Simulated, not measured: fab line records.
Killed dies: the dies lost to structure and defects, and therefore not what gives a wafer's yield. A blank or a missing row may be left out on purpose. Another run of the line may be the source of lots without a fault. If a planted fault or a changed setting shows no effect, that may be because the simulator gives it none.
A lot that was struck, set against a sound lot    flow ritCmos    44 steps out of a route of 202
Sound: wafers L999.2, L999.4, L999.5. Struck: wafers L119.2, L119.4, L119.5. Last of all comes the cause.
For every step that has rows: the tool of each side, followed by ch and its chambers, followed by its first start. Under that, the readings that differ: sound wafers    struck wafers    difference of the means    sigmas: that difference in standard deviations of wafers without a fault.
alike: readings with means less than 2 such deviations apart, plus words and numbers identical on both sides. not compared: withheld readings, readings lacking a value on some wafer, bounds such as >300 that could conceal the same value, and numbers that have no deviation in the record and whose values overlap.
The two part at a step that has a row with sigmas, a row that says differs or no value, or rows on one side only. Numbers that don't overlap but have no deviation are shown without sigmas and don't part them. A reading missing from all wafers of one side parts the sides only when that side holds two or more wafers.

first, 2 steps without rows for these wafers: RIT_NLDD_HARDBAKE_07 (time 60 s); RIT_NLDD_IMPLANT_08.
RIT_NLDD_STRIP_09: strips in O2, time 180 s.
  sound on plasmaAsher-01 ch 0,1, day 2 23:32; struck on plasmaAsher-01 ch 0, day 7 02:57
  alike: drypumpMotorCurrentA, o2FlowSccm
  not compared: rfHoursCounterH
RIT_NLDD_TW_MEAS_10:
  struck on filmMetro-03, day 7 03:08; sound on filmMetro-03, day 2 23:43
  alike: NLDD_TW
then, 6 steps without rows for these wafers: RIT_PLDD_HMDS_00 (prime time 60 s); RIT_PLDD_COAT_01 (resist thk 1000 nm); RIT_PLDD_SOFTBAKE_02 (time 60 s); RIT_PLDD_EXPOSE_03 (exposes mask M8, target cd 40900 nm); RIT_PLDD_PEB_04; RIT_PLDD_DEVELOP_05 (develop time 50 s).
RIT_PLDD_OVL_MEAS_06:
  struck on overlay-01, day 7 04:10; sound on overlay-02, day 3 00:37
  alike: PLDD_OVL
then, 1 step without rows for these wafers: RIT_PLDD_HARDBAKE_07 (time 60 s).
RIT_PLDD_IMPLANT_08:
  sound on implanter-02 ch 0, day 3 00:50; struck on implanter-02 ch 0, day 7 04:22
reading                   sound                 struck                difference  sigmas
beamEnergyKeV             20.001 20.001 19.996  25.998 25.995 26.003  +5.999      +99 or more
model.implant.rpNm (nm)   17.33 17.33 17.33     21.29 21.29 21.29     +3.96       
model.implant.drpNm (nm)  9.752 9.752 9.752     11.73 11.73 11.73     +1.98       
RIT_PLDD_STRIP_09: strips in O2, time 180 s.
  sound on plasmaAsher-04 ch 0,1, day 3 00:57; struck on plasmaAsher-01 ch 0,1, day 7 04:30
  alike: drypumpMotorCurrentA, o2FlowSccm
  not compared: rfHoursCounterH
RIT_PLDD_TW_MEAS_10:
  struck on filmMetro-03, day 7 04:41; sound on filmMetro-03, day 3 01:08
reading  sound           struck          difference  sigmas
PLDD_TW  2358 2358 2363  2523 2536 2551  +177        +8
then, 4 steps without rows for these wafers: RIT_SPACER_CLEAN_00 (cleans in SC1, time 600 s); RIT_SPACER_CLEAN_01 (cleans in dHF, time 30 s); RIT_SPACER_CLEAN_02 (cleans in SC2, time 600 s); RIT_SPACER_CVD_03 (deposits Si3N4 from SiH2Cl2/NH3, target thk 250 nm, time 3300 s).
RIT_SPACER_THK_MEAS_04:
  struck on filmMetro-04, day 7 07:04; sound on filmMetro-04, day 3 03:29
reading                  sound              struck             difference  sigmas
SPACER_NITRIDE_THK (nm)  249.2 246.5 249.7  253.3 254.4 253.9  +5.4        +2
RIT_SPACER_ETCHBACK_05: etches Si3N4 in SF6/CHF3, stops on SiO2, target depth 250 nm, time 240 s.
  sound on rieDiel-02 ch 1,2,3, day 3 03:32; struck on rieDiel-02 ch 0,2, day 7 07:07
  alike: drypumpMotorCurrentA, oesProductAu, throttleValvePct
  not compared: rfHoursCounterH
then, 6 steps without rows for these wafers: RIT_NSD_HMDS_00 (prime time 60 s); RIT_NSD_COAT_01 (resist thk 1000 nm); RIT_NSD_SOFTBAKE_02 (time 60 s); RIT_NSD_EXPOSE_03 (exposes mask M9, target cd 40700 nm); RIT_NSD_PEB_04; RIT_NSD_DEVELOP_05 (develop time 50 s).
RIT_NSD_OVL_MEAS_06:
  struck on overlay-02, day 7 08:14; sound on overlay-02, day 3 04:43
  alike: NSD_OVL
then, 2 steps without rows for these wafers: RIT_NSD_HARDBAKE_07 (time 60 s); RIT_NSD_IMPLANT_08.
RIT_NSD_STRIP_09: strips in O2, time 180 s.
  sound on plasmaAsher-02 ch 0,1, day 3 05:03; struck on plasmaAsher-01 ch 1, day 7 08:34
  alike: drypumpMotorCurrentA, o2FlowSccm
  not compared: rfHoursCounterH
RIT_NSD_TW_MEAS_10:
  struck on filmMetro-04, day 7 08:45; sound on filmMetro-01, day 3 05:14
  alike: NSD_TW
then, 6 steps without rows for these wafers: RIT_PSD_HMDS_00 (prime time 60 s); RIT_PSD_COAT_01 (resist thk 1000 nm); RIT_PSD_SOFTBAKE_02 (time 60 s); RIT_PSD_EXPOSE_03 (exposes mask M10, target cd 40900 nm); RIT_PSD_PEB_04; RIT_PSD_DEVELOP_05 (develop time 50 s).
RIT_PSD_OVL_MEAS_06:
  struck on overlay-02, day 7 09:47; sound on overlay-02, day 3 06:16
  alike: PSD_OVL
then, 2 steps without rows for these wafers: RIT_PSD_HARDBAKE_07 (time 60 s); RIT_PSD_IMPLANT_08.
RIT_PSD_STRIP_09: strips in O2, time 180 s.
  sound on plasmaAsher-03 ch 0,1, day 3 06:36; struck on plasmaAsher-03 ch 1, day 7 10:07
  alike: drypumpMotorCurrentA, o2FlowSccm
  not compared: rfHoursCounterH
RIT_SDANNEAL_RS_MEAS_06: the measuring method here is four-point-probe.
  struck on filmMetro-04, day 7 11:03; sound on filmMetro-04, day 3 07:35
reading           sound              struck             difference  sigmas
PLDD_RS (ohm/sq)  177.7 177.1 177.5  163.9 163.7 162.8  -14.0       -26
RIT_M1_PROBE_99:
  struck on prober-02, day 7 18:47; sound on prober-02, day 3 14:44
reading                           sound              struck             difference  sigmas
model.etest.pmosTurned.rOnOhmUm   3608 3563 3515     2858 2816 2753     -753        
model.etest.pmos_0p3.rOnOhmUm     6525 6432 6507     5862 5730 5729     -714        
model.etest.pmos_0p15.rOnOhmUm    2903 2888 2877     2304 2283 2278     -601        
model.etest.pldd.rsOhmSq          500.7 508.2 511.4  326.3 330.4 324.7  -179.6      
model.etest.pldd.lineOhmUm        159.4 159 162      101.5 105.4 100.8  -57.6       
model.etest.pmosTurned.driveUaUm  180.8 181.6 182.7  241.4 243.8 246.7  +62.3       
model.etest.pmos_0p15.driveUaUm   240.6 241.6 241.4  310.7 310.1 314.5  +70.6       
model.etest.pmosNarrow.driveUaUm  97.77 99.43 97.19  111.3 115.3 112.4  +14.9       
  alike: killedAtContacts, killedAtFrontEnd, killedDies, killedOpen, killedShort

WHERE THEY PART
Earliest at RIT_PLDD_IMPLANT_08; latest, in this record, at RIT_SDANNEAL_RS_MEAS_06. Later steps at which nothing parts them and some readings are alike: RIT_M1_PROBE_99.

WHY: what had been put in by the simulator
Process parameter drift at RIT_PLDD_IMPLANT_08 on implanter-02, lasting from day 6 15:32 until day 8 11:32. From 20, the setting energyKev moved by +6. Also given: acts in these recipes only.
